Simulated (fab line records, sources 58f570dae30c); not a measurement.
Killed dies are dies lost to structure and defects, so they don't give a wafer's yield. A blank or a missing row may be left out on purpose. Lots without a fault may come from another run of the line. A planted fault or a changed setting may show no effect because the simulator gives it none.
Split-lot experiment | flow berkeley_cmos170 | 5 lots, 23 wafers read, on a route of 331 steps

THE SPLIT
At UCB170_PWELL_IMPLANT_15, the setting energy_kev was moved away from the recipe's 60 on 5 of the 23 wafers read, by -2.4% to -1.8%. The other wafers ran this setting at the recipe's value.

The reading is taken at the split's own step.

THE READING
implant.drp_nm (the simulator's own value, which no gauge read), in nm, at UCB170_PWELL_IMPLANT_15. The file gives no usual value for it.

wafer  | tool, chamber at the split | energy_kev as run | against the recipe | implant.drp_nm, nm | against lot-mates on the recipe
L075.1 | implanter-02, 0            | 60                | recipe             | 64.7               | -
L075.2 | implanter-02, 0            | 60                | recipe             | 64.7               | -
L075.3 | implanter-02, 0            | 60                | recipe             | 64.7               | -
L075.4 | implanter-02, 0            | 60                | recipe             | 64.7               | -
L075.6 | implanter-02, 0            | 60                | recipe             | 64.7               | -
L076.2 | implanter-04, 0            | 60                | recipe             | 64.7               | -
L076.3 | implanter-04, 0            | 60                | recipe             | 64.7               | -
L076.4 | implanter-04, 0            | 60                | recipe             | 64.7               | -
L076.5 | implanter-04, 0            | 60                | recipe             | 64.7               | -
L076.6 | implanter-04, 0            | 60                | recipe             | 64.7               | -
L074.1 | implanter-01, 0            | 60                | recipe             | 64.7               | -
L074.4 | implanter-01, 0            | 60                | recipe             | 64.7               | -
L074.5 | implanter-01, 0            | 60                | recipe             | 64.7               | -
L074.2 | implanter-01, 0            | 58.94             | -1.8%              | 64.09              | -0.61
L074.3 | implanter-01, 0            | 58.94             | -1.8%              | 64.09              | -0.61
L082.1 | implanter-04, 0            | 60                | recipe             | 64.7               | -
L082.3 | implanter-04, 0            | 60                | recipe             | 64.7               | -
L082.4 | implanter-04, 0            | 60                | recipe             | 64.7               | -
L083.1 | implanter-02, 0            | 58.58             | -2.4%              | 63.88              | -0.82
L083.4 | implanter-02, 0            | 58.58             | -2.4%              | 63.88              | -0.82
L083.6 | implanter-02, 0            | 58.58             | -2.4%              | 63.88              | -0.82
L083.2 | implanter-02, 0            | 60                | recipe             | 64.7               | -
L083.3 | implanter-02, 0            | 60                | recipe             | 64.7               | -

THE FIT
A straight line over all 23 wafers: implant.drp_nm changes by +0.346 nm for each +1% of energy_kev; r = +1.00; the points scatter about the line by 0.00056 nm.
The same after taking each lot's own level away (the mean of its wafers on the recipe; 23 wafers): +0.346 nm for each +1%; r = +1.00; scatter 0.00056 nm.
On that fit, the largest move of energy_kev shifts the reading by 0.82 nm.
The lots' own levels span 64.700 to 64.700 nm.
So the lot-to-lot level changes the slope little: the two slopes agree.
Check: with one of the wafers moved furthest among these (-2.4%) left out of the fit, the line predicts -0.819 nm for it against its lot-mates. It came out at -0.82 nm against them.

OTHER SPLITS ON THESE WAFERS
These wafers also went through other splits before the reading. Each is held against what the fit with the lots' levels taken away leaves over:
other split on the same wafers        | wafers away from the commonest value | r with implant.drp_nm (lot level and that fit taken away)
UCB170_NWELL_CVD_04 sih2cl2_flow_sccm | 18                                   | +0.05
UCB170_NWELL_COAT_07 resist_thk_nm    | 5                                    | -0.64

THE FILE'S OWN FIT
implant.drp_nm changes by +0.346 nm for each +1% of energy_kev, r = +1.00.
